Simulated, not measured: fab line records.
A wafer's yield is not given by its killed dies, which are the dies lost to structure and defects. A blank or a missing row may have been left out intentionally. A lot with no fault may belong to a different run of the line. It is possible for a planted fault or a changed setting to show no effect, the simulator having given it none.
Problem report in the 8D (eight disciplines) form, filled by code	flow rit-cmos	the parts of the form that need people (team, actions taken, sign-off) are left out

## 1. PROBLEM STATEMENT
Mean of run-length-s at RIT_NWELL_STRIP_09: 72.2 s over 3 wafers from 1 lot, against 208.2 s (standard deviation 0.36) on wafers with no fault. That is -99 or more standard deviations from the usual mean.
The step: strips in O2, time 180 s.
Seen first at day 3 03:19 on plasma-asher-03, wafer L184.1. At this step, 15 wafers from 5 lots have a number in the record. Rule for "out" (also "out of limits"): further than 4 standard deviations from the usual mean. All remaining wafers that have a number are taken as sound.

## 2. WHAT IT IS AND WHAT IT IS NOT
question	is	is not
which readings at this step	run-length-s	drypump-motor-current-A
which lots	L184	L179, L190, L195, L199
which wafers of those lots	all that have a number	-
read on which tools	plasma-asher-03	plasma-asher-04
when	from day 3 03:19	up to then (3 sound wafers); but 9 sound wafers of L190, L195, L199 came after

## 3. WHAT RULES OUT EACH SUSPECT
Counting: a tool at any process step up to the reading remains a suspect when it ran all the lots that are out and ran no sound lot after the first of those.
- plasma-asher-03 at RIT_NWELL_STRIP_09 (strips in O2, time 180 s): ruled out as a lasting fault. After its first lot that is out, L184 (day 3 03:19), sound lots L199 ran on it.
Left after counting: nothing in the record.

## 4. THE CAUSE (what the simulator had put in)
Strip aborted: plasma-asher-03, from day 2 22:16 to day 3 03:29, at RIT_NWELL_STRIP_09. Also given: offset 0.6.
Counting ruled it out, wrongly.

## 5. THE CHAIN OF EFFECTS, in route order
Each row: a reading where the mean over the struck wafers with a number is more than 3 standard deviations away from the usual. Only readings for which the record gives a usual standard deviation are gone through. hours: the time from each lot's start at the first step in this table that gives one to its start at this step, as a median over the lots. sigmas: the change in usual standard deviations.
hours	step	reading	usual	on struck wafers	change	sigmas
0	RIT_NWELL_STRIP_09	run-length-s	208.2 s	72.2	-136.0	-99 or more
Here are the process steps it includes:
- RIT_NWELL_STRIP_09: strips in O2, time 180 s.
Later measuring or inspecting steps at which every struck wafer that the step has a row for has a number for every such reading, and none has moved that far: RIT_NWELL_TW_MEAS_10.

## 6. WHAT WOULD HAVE CAUGHT IT SOONER
The fault began at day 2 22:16; the first out-of-limits reading in this record came at day 3 03:19, 5 hours later.
